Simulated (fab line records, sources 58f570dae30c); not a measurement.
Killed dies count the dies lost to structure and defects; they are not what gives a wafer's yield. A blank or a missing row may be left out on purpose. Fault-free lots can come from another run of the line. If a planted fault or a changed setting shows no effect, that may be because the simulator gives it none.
What tool caused it? | flow berkeleyCmos170 | 14 lots, 42 wafers sampled, at 7 steps of a route of 331

## WHAT EACH GAUGE READ, for each wafer
UCB170_PLDD_CD_MEAS_06: the cd target is 1200 nm. Usual: cdNm reads 1200.2 nm (standard deviation 1.5).
lot  | measured     | on       | cdNm (nm)            | flag
L266 | day 6 12:17  | cdSem-02 | 1200.4 1201.3 1201.5 | 
L265 | day 6 12:52  | cdSem-02 | 1200.0 1199.6 1199.7 | 
L271 | day 8 00:53  | cdSem-02 | 1197.9 1198.9 1199.1 | 
L270 | day 8 01:11  | cdSem-02 | 1200.5 1200.3 1199.5 | 
L275 | day 8 10:08  | cdSem-01 | 1202.9 1201.4 1201.8 | 
L272 | day 8 10:19  | cdSem-02 | 1199.8 1199.0 1199.3 | 
L274 | day 8 10:25  | cdSem-01 | 1203.0 1202.6 1203.1 | 
L273 | day 8 10:41  | cdSem-01 | 1198.5 1200.3 1199.8 | 
L279 | day 9 14:11  | cdSem-01 | 1202.4 1199.8 1201.6 | 
L277 | day 9 14:36  | cdSem-01 | 1201.3 1200.9 1201.6 | 
L281 | day 10 02:24 | cdSem-02 | 1200.5 1199.9 1199.5 | 
L284 | day 10 22:17 | cdSem-02 | 1196.0 1197.9 1197.8 | 
L283 | day 10 22:25 | cdSem-02 | 1199.8 1200.3 1199.7 | 
L285 | day 11 07:16 | cdSem-01 | 1199.3 1199.0 1200.2 | 

UCB170_NLDD_OVL_MEAS_07. Usual: NLDD_OVL -1 nm, standard deviation 4.9.
lot  | measured     | on         | NLDD_OVL (nm) | flag
L266 | day 6 14:28  | overlay-01 | 3 7 -4        | 
L265 | day 6 15:46  | overlay-01 | -2 -7 5       | 
L271 | day 8 02:37  | overlay-01 | -5 -4 -4      | 
L270 | day 8 02:56  | overlay-01 | -5 2 -9       | 
L275 | day 8 11:58  | overlay-01 | 1 -1 -3       | 
L272 | day 8 12:34  | overlay-01 | -4 -7 -6      | 
L274 | day 8 12:40  | overlay-02 | 3 1 -1        | 
L273 | day 8 12:57  | overlay-01 | -3 -1 -9      | 
L279 | day 9 16:41  | overlay-02 | -1 2 8        | 
L277 | day 9 16:57  | overlay-02 | -12 -19 -7    | 
L281 | day 10 05:13 | overlay-02 | 3 9 -5        | 
L284 | day 11 00:20 | overlay-01 | -7 -2 -2      | 
L283 | day 11 00:36 | overlay-02 | -5 -7 -4      | 
L285 | day 11 08:59 | overlay-01 | 11 0 -1       | 

UCB170_PSD_TW_MEAS_10. Usual: PSD_TW 2324, standard deviation 16.
lot  | measured     | on           | PSD_TW         | flag
L266 | day 6 23:01  | filmMetro-03 | 2315 2316 2307 | 
L265 | day 6 23:06  | filmMetro-03 | 2327 2322 2318 | 
L271 | day 8 09:54  | filmMetro-03 | 2325 2322 2339 | 
L270 | day 8 09:37  | filmMetro-01 | 1401 1395 1393 | OFF
L275 | day 8 19:56  | filmMetro-01 | 2327 2317 2305 | 
L272 | day 8 19:48  | filmMetro-03 | 1376 1377 1384 | OFF
L274 | day 8 20:28  | filmMetro-01 | 2315 2315 2325 | 
L273 | day 8 20:11  | filmMetro-03 | 2330 2321 2326 | 
L279 | day 10 01:14 | filmMetro-03 | 2322 2323 2330 | 
L277 | day 10 01:35 | filmMetro-02 | 2359 2348 2350 | 
L281 | day 10 12:04 | filmMetro-01 | 2297 2309 2308 | 
L284 | day 11 08:40 | filmMetro-01 | 2321 2325 2319 | 
L283 | day 11 08:56 | filmMetro-01 | 2305 2315 2318 | 
L285 | day 11 16:12 | filmMetro-02 | 2344 2345 2345 | 

UCB170_SDANNEAL_RS_MEAS_02: the measuring method here is four-point-probe. Usual: PSD_RS 75.56 ohm/sq, standard deviation 0.26.
lot  | measured     | on           | PSD_RS (ohm/sq)      | flag
L266 | day 7 01:35  | filmMetro-03 | 75.95 75.99 75.99    | 
L265 | day 7 01:52  | filmMetro-01 | 75.44 75.42 76.03    | 
L271 | day 8 13:14  | filmMetro-01 | 75.60 75.29 75.62    | 
L270 | day 8 12:36  | filmMetro-01 | 251.70 249.96 251.49 | OFF
L275 | day 8 23:02  | filmMetro-01 | 75.21 75.26 75.39    | 
L272 | day 8 22:46  | filmMetro-02 | 259.02 258.52 257.03 | OFF
L274 | day 8 23:35  | filmMetro-01 | 75.30 75.16 75.29    | 
L273 | day 8 23:17  | filmMetro-03 | 75.67 75.55 75.67    | 
L279 | day 10 04:47 | filmMetro-02 | 75.34 75.65 75.30    | 
L277 | day 10 05:13 | filmMetro-01 | 75.57 75.62 75.42    | 
L281 | day 10 16:24 | filmMetro-02 | 75.65 75.41 75.39    | 
L284 | day 11 11:31 | filmMetro-03 | 75.20 75.34 75.49    | 
L283 | day 11 11:50 | filmMetro-02 | 75.67 75.33 75.46    | 
L285 | day 11 22:20 | filmMetro-01 | 75.62 75.98 75.79    | 

## TOOL THAT RAN EACH LOT (tool first, then ch and the chambers of the sampled wafers, then the start)
lot  | UCB170_NLDD_STRIP_10                | UCB170_PSD_IMPLANT_08           | UCB170_PSD_STRIP_09
L266 | plasmaAsher-04 ch 0,1, day 6 14:48  | implanter-02 ch 0, day 6 22:46  | plasmaAsher-02 ch 0,1, day 6 22:55
L265 | plasmaAsher-02 ch 0,1, day 6 16:07  | implanter-03 ch 0, day 6 22:52  | plasmaAsher-03 ch 0,1, day 6 23:00
L271 | plasmaAsher-04 ch 0,1, day 8 02:58  | implanter-04 ch 0, day 8 09:41  | plasmaAsher-03 ch 0,1, day 8 09:49
L270 | plasmaAsher-01 ch 0,1, day 8 03:16  | implanter-03 ch 0, day 8 09:23  | plasmaAsher-02 ch 0,1, day 8 09:30
L275 | plasmaAsher-02 ch 0,1, day 8 12:19  | implanter-04 ch 0, day 8 19:43  | plasmaAsher-02 ch 0,1, day 8 19:51
L272 | plasmaAsher-02 ch 0,1, day 8 12:53  | implanter-03 ch 0, day 8 19:33  | plasmaAsher-03 ch 0,1, day 8 19:42
L274 | plasmaAsher-01 ch 0,1, day 8 13:01  | implanter-04 ch 0, day 8 20:13  | plasmaAsher-02 ch 0,1, day 8 20:22
L273 | plasmaAsher-04 ch 0,1, day 8 13:17  | implanter-02 ch 0, day 8 19:58  | plasmaAsher-01 ch 0,1, day 8 20:05
L279 | plasmaAsher-02 ch 0,1, day 9 17:01  | implanter-02 ch 0, day 10 01:01 | plasmaAsher-01 ch 0,1, day 10 01:08
L277 | plasmaAsher-01 ch 0,1, day 9 17:17  | implanter-04 ch 0, day 10 01:20 | plasmaAsher-02 ch 0,1, day 10 01:29
L281 | plasmaAsher-02 ch 0,1, day 10 05:33 | implanter-04 ch 0, day 10 11:49 | plasmaAsher-01 ch 0,1, day 10 11:58
L284 | plasmaAsher-01 ch 0,1, day 11 00:41 | implanter-04 ch 0, day 11 08:26 | plasmaAsher-01 ch 0,1, day 11 08:35
L283 | plasmaAsher-04 ch 0,1, day 11 00:58 | implanter-03 ch 0, day 11 08:43 | plasmaAsher-03 ch 0,1, day 11 08:51
L285 | plasmaAsher-04 ch 0,1, day 11 09:20 | implanter-02 ch 0, day 11 15:59 | plasmaAsher-01 ch 0,1, day 11 16:06
- UCB170_NLDD_STRIP_10: strips in O2.
- UCB170_PSD_IMPLANT_08
- UCB170_PSD_STRIP_09: strips in O2.

## WHAT THE TOOLS THEMSELVES READ (means of the sampled wafers that have a number; where no wafer has one, the mark that the record gives instead)
UCB170_NLDD_STRIP_10. Usual: drypumpMotorCurrentA 5.63 A, standard deviation 0.26; oesProductAu 0.734 a.u., standard deviation 0.0043; stripTimeToEndpointS 21.63 s, standard deviation 0.063.
lot  | tool           | drypumpMotorCurrentA (A) | oesProductAu (a.u.) | stripTimeToEndpointS (s) | flag
L266 | plasmaAsher-04 | 5.65                     | 0.731               | 21.58                    | 
L265 | plasmaAsher-02 | 5.69                     | 0.737               | 21.59                    | 
L271 | plasmaAsher-04 | 5.68                     | 0.737               | 21.59                    | 
L270 | plasmaAsher-01 | 5.44                     | 0.738               | 21.66                    | 
L275 | plasmaAsher-02 | 5.67                     | 0.738               | 21.63                    | 
L272 | plasmaAsher-02 | 5.60                     | 0.732               | 21.72                    | 
L274 | plasmaAsher-01 | 5.23                     | 0.735               | 21.65                    | 
L273 | plasmaAsher-04 | 5.68                     | 0.733               | 21.64                    | 
L279 | plasmaAsher-02 | 5.60                     | 0.733               | 21.67                    | 
L277 | plasmaAsher-01 | 5.45                     | 0.734               | 21.56                    | 
L281 | plasmaAsher-02 | 5.61                     | 0.731               | 21.72                    | 
L284 | plasmaAsher-01 | 5.45                     | 0.733               | 21.64                    | 
L283 | plasmaAsher-04 | 5.81                     | 0.734               | 21.61                    | 
L285 | plasmaAsher-04 | 5.81                     | 0.737               | 21.56                    | 

UCB170_PSD_IMPLANT_08. Usual: doseIonsCm2 3e+15, standard deviation 3.4e+12; endStationPressureTorr 1.25e-05 Torr, standard deviation 5.9e-07; faradayCurrentUA 9252, standard deviation 180.
lot  | tool         | doseIonsCm2 | endStationPressureTorr (Torr) | faradayCurrentUA | flag
L266 | implanter-02 | 3e+15       | 1.26e-05                      | 9195             | 
L265 | implanter-03 | 3e+15       | 1.26e-05                      | 9290             | 
L271 | implanter-04 | 3e+15       | 1.21e-05                      | 9198             | 
L270 | implanter-03 | 6e+14       | 6.40e-06                      | 1880             | OFF
L275 | implanter-04 | 3e+15       | 1.28e-05                      | 9362             | 
L272 | implanter-03 | 6e+14       | 6.60e-06                      | 1860             | OFF
L274 | implanter-04 | 3e+15       | 1.25e-05                      | 9322             | 
L273 | implanter-02 | 3e+15       | 1.23e-05                      | 9322             | 
L279 | implanter-02 | 3e+15       | 1.29e-05                      | 9368             | 
L277 | implanter-04 | 3e+15       | 1.26e-05                      | 9107             | 
L281 | implanter-04 | 3e+15       | 1.23e-05                      | 9407             | 
L284 | implanter-04 | 3e+15       | 1.27e-05                      | 9219             | 
L283 | implanter-03 | 3e+15       | 1.23e-05                      | 9262             | 
L285 | implanter-02 | 3e+15       | 1.22e-05                      | 9198             | 

UCB170_PSD_STRIP_09. Usual: drypumpMotorCurrentA 5.6 A, standard deviation 0.35; oesProductAu 0.600 a.u., standard deviation 0.0046; stripTimeToEndpointS 29.41 s, standard deviation 0.075.
lot  | tool           | drypumpMotorCurrentA (A) | oesProductAu (a.u.) | stripTimeToEndpointS (s) | flag
L266 | plasmaAsher-02 | 5.7                      | 0.599               | 29.39                    | 
L265 | plasmaAsher-03 | 6.2                      | 0.598               | 29.49                    | 
L271 | plasmaAsher-03 | 6.0                      | 0.600               | 29.49                    | 
L270 | plasmaAsher-02 | 5.7                      | 0.732               | 21.67                    | OFF
L275 | plasmaAsher-02 | 5.6                      | 0.597               | 29.32                    | 
L272 | plasmaAsher-03 | 6.2                      | 0.738               | 21.69                    | OFF
L274 | plasmaAsher-02 | 5.7                      | 0.598               | 29.32                    | 
L273 | plasmaAsher-01 | 5.5                      | 0.605               | 29.36                    | 
L279 | plasmaAsher-01 | 5.2                      | 0.603               | 29.44                    | 
L277 | plasmaAsher-02 | 5.7                      | 0.602               | 29.36                    | 
L281 | plasmaAsher-01 | 5.2                      | 0.603               | 29.39                    | 
L284 | plasmaAsher-01 | 5.4                      | 0.599               | 29.53                    | 
L283 | plasmaAsher-03 | 6.1                      | 0.601               | 29.35                    | 
L285 | plasmaAsher-01 | 5.5                      | 0.599               | 29.41                    | 

## THE ANSWER, worked out from the rows above alone
Rule: a lot is off if the mean of its wafers that have a number lies more than 3 standard deviations from the usual mean. Also off: a lot with no number at a reading for which 4 or more lots have one. All remaining lots with rows at the step are treated as sound. First the gauges in route order, then the tools' own readings, where a lot's mean is used as printed above. At the first step where some lot is off, the reading lying furthest off is the one used; lots without a number count as furthest.
Off: L270, L272, at UCB170_PSD_TW_MEAS_10 (PSD_TW).
A tool fits if, at a process step before that reading, it ran every lot that is off, and no sound lot after the first of them. The gauges at UCB170_PSD_TW_MEAS_10 aren't tried: what is off there is off at UCB170_PSD_IMPLANT_08 too, on other tools, and a gauge's error can't cause that. Not one of the candidates tried fits.

## WHAT THE SIMULATOR PUT IN
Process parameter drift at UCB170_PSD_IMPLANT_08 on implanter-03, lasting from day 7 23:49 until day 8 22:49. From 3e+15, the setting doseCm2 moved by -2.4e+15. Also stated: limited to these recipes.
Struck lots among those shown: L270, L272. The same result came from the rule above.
